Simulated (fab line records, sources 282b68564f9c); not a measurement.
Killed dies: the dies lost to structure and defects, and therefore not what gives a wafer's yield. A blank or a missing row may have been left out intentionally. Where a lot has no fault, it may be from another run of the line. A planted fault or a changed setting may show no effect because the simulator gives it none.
Split-lot study :: flow rit cmos :: 23 wafers read from 5 lots, route of 202 steps

## ABOUT THE SPLIT
At RIT_SPACER_CVD_03 (deposits Si3N4 from SiH2Cl2/NH3, target thk 250 nm, time 3300 s), the setting sih2cl2 flow sccm was moved away from the recipe's 60 sccm on 10 of the 23 wafers read, by -11.0% to +12.5%. This setting was run at the recipe's value on the other wafers.

There is no step in the file separating the split from the reading.

## THE READING
SPACER_NITRIDE_THK (nm), taken at RIT_SPACER_THK_MEAS_04. Fault-free wafers of this fab line usually give 251.6 nm, standard deviation 2 nm.

wafer: L074.1
tool, chamber at the split: -, -
sih2cl2 flow sccm as run, sccm: 60
against the recipe: recipe
SPACER_NITRIDE_THK, nm: 250.6
against lot-mates on the recipe: -

wafer: L074.2
tool, chamber at the split: -, -
sih2cl2 flow sccm as run, sccm: 60
against the recipe: recipe
SPACER_NITRIDE_THK, nm: 250.3
against lot-mates on the recipe: -

wafer: L074.3
tool, chamber at the split: -, -
sih2cl2 flow sccm as run, sccm: 60
against the recipe: recipe
SPACER_NITRIDE_THK, nm: 252.2
against lot-mates on the recipe: -

wafer: L074.5
tool, chamber at the split: -, -
sih2cl2 flow sccm as run, sccm: 60
against the recipe: recipe
SPACER_NITRIDE_THK, nm: 253.2
against lot-mates on the recipe: -

wafer: L074.6
tool, chamber at the split: -, -
sih2cl2 flow sccm as run, sccm: 60
against the recipe: recipe
SPACER_NITRIDE_THK, nm: 251.5
against lot-mates on the recipe: -

wafer: L075.1
tool, chamber at the split: -, -
sih2cl2 flow sccm as run, sccm: 60
against the recipe: recipe
SPACER_NITRIDE_THK, nm: 250.0
against lot-mates on the recipe: -

wafer: L075.2
tool, chamber at the split: -, -
sih2cl2 flow sccm as run, sccm: 60
against the recipe: recipe
SPACER_NITRIDE_THK, nm: 250.9
against lot-mates on the recipe: -

wafer: L075.3
tool, chamber at the split: -, -
sih2cl2 flow sccm as run, sccm: 60
against the recipe: recipe
SPACER_NITRIDE_THK, nm: 252.6
against lot-mates on the recipe: -

wafer: L075.4
tool, chamber at the split: -, -
sih2cl2 flow sccm as run, sccm: 60
against the recipe: recipe
SPACER_NITRIDE_THK, nm: 253.0
against lot-mates on the recipe: -

wafer: L075.6
tool, chamber at the split: -, -
sih2cl2 flow sccm as run, sccm: 60
against the recipe: recipe
SPACER_NITRIDE_THK, nm: 251.8
against lot-mates on the recipe: -

wafer: L077.1
tool, chamber at the split: -, -
sih2cl2 flow sccm as run, sccm: 67.5
against the recipe: +12.5%
SPACER_NITRIDE_THK, nm: 263.5
against lot-mates on the recipe: no lot-mate on the recipe

wafer: L077.2
tool, chamber at the split: -, -
sih2cl2 flow sccm as run, sccm: 67.5
against the recipe: +12.5%
SPACER_NITRIDE_THK, nm: 262.4
against lot-mates on the recipe: no lot-mate on the recipe

wafer: L077.3
tool, chamber at the split: -, -
sih2cl2 flow sccm as run, sccm: 67.5
against the recipe: +12.5%
SPACER_NITRIDE_THK, nm: 262.7
against lot-mates on the recipe: no lot-mate on the recipe

wafer: L077.4
tool, chamber at the split: -, -
sih2cl2 flow sccm as run, sccm: 67.5
against the recipe: +12.5%
SPACER_NITRIDE_THK, nm: 265.9
against lot-mates on the recipe: no lot-mate on the recipe

wafer: L077.5
tool, chamber at the split: -, -
sih2cl2 flow sccm as run, sccm: 67.5
against the recipe: +12.5%
SPACER_NITRIDE_THK, nm: 263.5
against lot-mates on the recipe: no lot-mate on the recipe

wafer: L078.2
tool, chamber at the split: lpcvd-02, 1
sih2cl2 flow sccm as run, sccm: 60
against the recipe: recipe
SPACER_NITRIDE_THK, nm: 250.8
against lot-mates on the recipe: -

wafer: L078.3
tool, chamber at the split: lpcvd-02, 1
sih2cl2 flow sccm as run, sccm: 60
against the recipe: recipe
SPACER_NITRIDE_THK, nm: 251.0
against lot-mates on the recipe: -

wafer: L078.5
tool, chamber at the split: lpcvd-02, 1
sih2cl2 flow sccm as run, sccm: 60
against the recipe: recipe
SPACER_NITRIDE_THK, nm: 251.0
against lot-mates on the recipe: -

wafer: L085.1
tool, chamber at the split: -, -
sih2cl2 flow sccm as run, sccm: 53.43
against the recipe: -11.0%
SPACER_NITRIDE_THK, nm: 243.1
against lot-mates on the recipe: no lot-mate on the recipe

wafer: L085.3
tool, chamber at the split: -, -
sih2cl2 flow sccm as run, sccm: 53.43
against the recipe: -11.0%
SPACER_NITRIDE_THK, nm: 243.4
against lot-mates on the recipe: no lot-mate on the recipe

wafer: L085.4
tool, chamber at the split: -, -
sih2cl2 flow sccm as run, sccm: 53.43
against the recipe: -11.0%
SPACER_NITRIDE_THK, nm: 244.6
against lot-mates on the recipe: no lot-mate on the recipe

wafer: L085.5
tool, chamber at the split: -, -
sih2cl2 flow sccm as run, sccm: 53.43
against the recipe: -11.0%
SPACER_NITRIDE_THK, nm: 244.6
against lot-mates on the recipe: no lot-mate on the recipe

wafer: L085.6
tool, chamber at the split: -, -
sih2cl2 flow sccm as run, sccm: 53.43
against the recipe: -11.0%
SPACER_NITRIDE_THK, nm: 246.3
against lot-mates on the recipe: no lot-mate on the recipe

THE FIT
A straight line over all 23 wafers: SPACER_NITRIDE_THK changes by +0.825 nm for each +1% of sih2cl2 flow sccm; r = +0.98; the points scatter about the line by 1.5 nm.
Too few moved wafers have a lot-mate on the recipe to fit a line with each lot's own level taken away.

## THE WHOLE CHAIN: every reading that the file lists as answering this split, in the file's order
step: RIT_SPACER_CVD_03
what it does: deposits Si3N4 from SiH2Cl2/NH3, target thk 250 nm, time 3300 s
reading: Si3N4_of_SPACER_CVD_03.thk nm (the simulator's own value, which no gauge read)
change (the file's fit): +0.825 nm for each +1% of the setting
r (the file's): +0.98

step: RIT_SPACER_THK_MEAS_04
what it does: 
reading: SPACER_NITRIDE_THK
change (the file's fit): +0.825 for each +1% of the setting
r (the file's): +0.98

step: RIT_SPACER_ETCHBACK_05
what it does: etches Si3N4 in SF6/CHF3, stops on SiO2, target depth 250 nm, time 240 s
reading: etch.depth nm (the simulator's own value, which no gauge read)
change (the file's fit): +0.825 nm for each +1% of the setting
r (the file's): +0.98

step: RIT_SPACER_ETCHBACK_05
what it does: etches Si3N4 in SF6/CHF3, stops on SiO2, target depth 250 nm, time 240 s
reading: Si3N4_of_SPACER_CVD_03.thk nm (the simulator's own value, which no gauge read)
change (the file's fit): +0.65 nm for each +1% of the setting
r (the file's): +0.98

## THE FILE'S OWN FIT
SPACER_NITRIDE_THK changes by +0.825 nm for each +1% of sih2cl2 flow sccm, r = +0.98.
